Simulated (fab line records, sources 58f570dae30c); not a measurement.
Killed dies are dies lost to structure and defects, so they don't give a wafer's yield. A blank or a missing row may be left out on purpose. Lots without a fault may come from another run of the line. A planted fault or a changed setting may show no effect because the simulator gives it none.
Split-lot experiment | flow berkeley_cmos170 | 5 lots, 23 wafers read, on a route of 331 steps

THE SPLIT
At UCB170_SPACER_CVD_00 (deposits SiO2 from TEOS/O2, target thk 376 nm, time 47 s), the setting time_s was moved away from the recipe's 47 s on 10 of the 23 wafers read, by -9.4% to +13.9%. The other wafers ran this setting at the recipe's value.

FROM THE SPLIT TO THE READING: what the file shows between them, 2 steps
- UCB170_SPACER_THK_MEAS_01
- UCB170_SPACER_ANNEAL_02: time 1800 s

THE READING
oes_product_au, in a.u., at UCB170_SPACER_ETCHBACK_03 (etches SiO2 in CHF3/CF4/Ar, stops on Si, target depth 376 nm, time 100 s). Fault-free wafers of this fab line usually give 0.898 a.u., standard deviation 0.015 a.u..

wafer  | tool, chamber at the split | time_s as run, s | against the recipe | oes_product_au, a.u. | against lot-mates on the recipe
L074.1 | pecvd-02, 0                | 49.59            | +5.5%              | 0.941                | +0.049
L074.2 | pecvd-02, 1,2              | 47               | recipe             | 0.891                | -
L074.3 | pecvd-02, 1,2              | 47               | recipe             | 0.892                | -
L074.4 | pecvd-02, 1                | 49.59            | +5.5%              | 0.931                | +0.040
L074.5 | pecvd-02, 2                | 49.59            | +5.5%              | 0.937                | +0.046
L076.1 | pecvd-03, 0                | 42.57            | -9.4%              | 0.835                | -0.078
L076.2 | pecvd-03, 1                | 47               | recipe             | 0.913                | -
L076.4 | pecvd-03, 1                | 47               | recipe             | 0.913                | -
L076.5 | pecvd-03, 2                | 42.57            | -9.4%              | 0.849                | -0.064
L076.6 | pecvd-03, 0                | 42.57            | -9.4%              | 0.840                | -0.073
L080.1 | pecvd-02, 1                | 47               | recipe             | 0.913                | -
L080.2 | pecvd-02, 2                | 47               | recipe             | 0.927                | -
L080.6 | pecvd-02, 0                | 47               | recipe             | 0.928                | -
L083.1 | pecvd-02, 2                | 47               | recipe             | 0.917                | -
L083.2 | pecvd-02, 1                | 47               | recipe             | 0.902                | -
L083.3 | pecvd-02, 0                | 53.52            | +13.9%             | 0.968                | +0.059
L083.4 | pecvd-02, 1                | 47               | recipe             | 0.908                | -
L083.5 | pecvd-02, 0                | 53.52            | +13.9%             | 0.985                | +0.076
L084.1 | pecvd-03, 1                | 47               | recipe             | 0.901                | -
L084.2 | pecvd-03, 2                | 49.27            | +4.8%              | 0.937                | +0.033
L084.4 | pecvd-03, 1                | 49.27            | +4.8%              | 0.960                | +0.056
L084.5 | pecvd-03, 2                | 47               | recipe             | 0.905                | -
L084.6 | pecvd-03, 0                | 47               | recipe             | 0.907                | -
Where a row lists several chambers, the file gives one row for several wafers and doesn't say which wafer went through which chamber.

THE FIT
A straight line over all 23 wafers: oes_product_au changes by +0.00594 a.u. for each +1% of time_s; r = +0.95; the points scatter about the line by 0.012 a.u..
The same after taking each lot's own level away (the mean of its wafers on the recipe; 23 wafers): +0.00645 a.u. for each +1%; r = +0.96; scatter 0.011 a.u..
On that fit, the largest move of time_s shifts the reading by 0.09 a.u..
The lots' own levels span 0.8915 to 0.9227 a.u., that is 2.1 times the standard deviation above.
So the lot-to-lot level changes the slope little: the two slopes agree.
Check: with one of the wafers moved furthest among these (+13.9%) left out of the fit, the line predicts +0.0988 a.u. for it against its lot-mates. It came out at +0.059 a.u. against them.

OTHER SPLITS ON THESE WAFERS
These wafers also went through other splits before the reading. Each is held against what the fit with the lots' levels taken away leaves over:
other split on the same wafers | wafers away from the commonest value | r with oes_product_au (lot level and that fit taken away)
UCB170_GATE_EXPOSE_09 dose_mj  | 7                                    | +0.39
UCB170_NLDD_EXPOSE_03 dose_mj  | 11                                   | +0.06

THE WHOLE CHAIN: every reading that the file lists as answering this split, in the file's order
step                      | what it does                                                             | reading                                                                       | change (the file's fit)                   | r (the file's)
UCB170_SPACER_CVD_00      | deposits SiO2 from TEOS/O2, target thk 376 nm, time 47 s                 | SiO2_of_SPACER_CVD_00.thk_nm (the simulator's own value, which no gauge read) | +3.56 nm for each +1% of the setting      | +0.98
UCB170_SPACER_THK_MEAS_01 |                                                                          | SPACER_TEOS_THK                                                               | +3.55 for each +1% of the setting         | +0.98
UCB170_SPACER_ETCHBACK_03 | etches SiO2 in CHF3/CF4/Ar, stops on Si, target depth 376 nm, time 100 s | oes_product_au                                                                | +0.00619 a.u. for each +1% of the setting | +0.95
UCB170_SPACER_ETCHBACK_03 | etches SiO2 in CHF3/CF4/Ar, stops on Si, target depth 376 nm, time 100 s | etch.depth_nm (the simulator's own value, which no gauge read)                | +3.36 nm for each +1% of the setting      | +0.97

THE FILE'S OWN FIT
oes_product_au changes by +0.00619 a.u. for each +1% of time_s, r = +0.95.
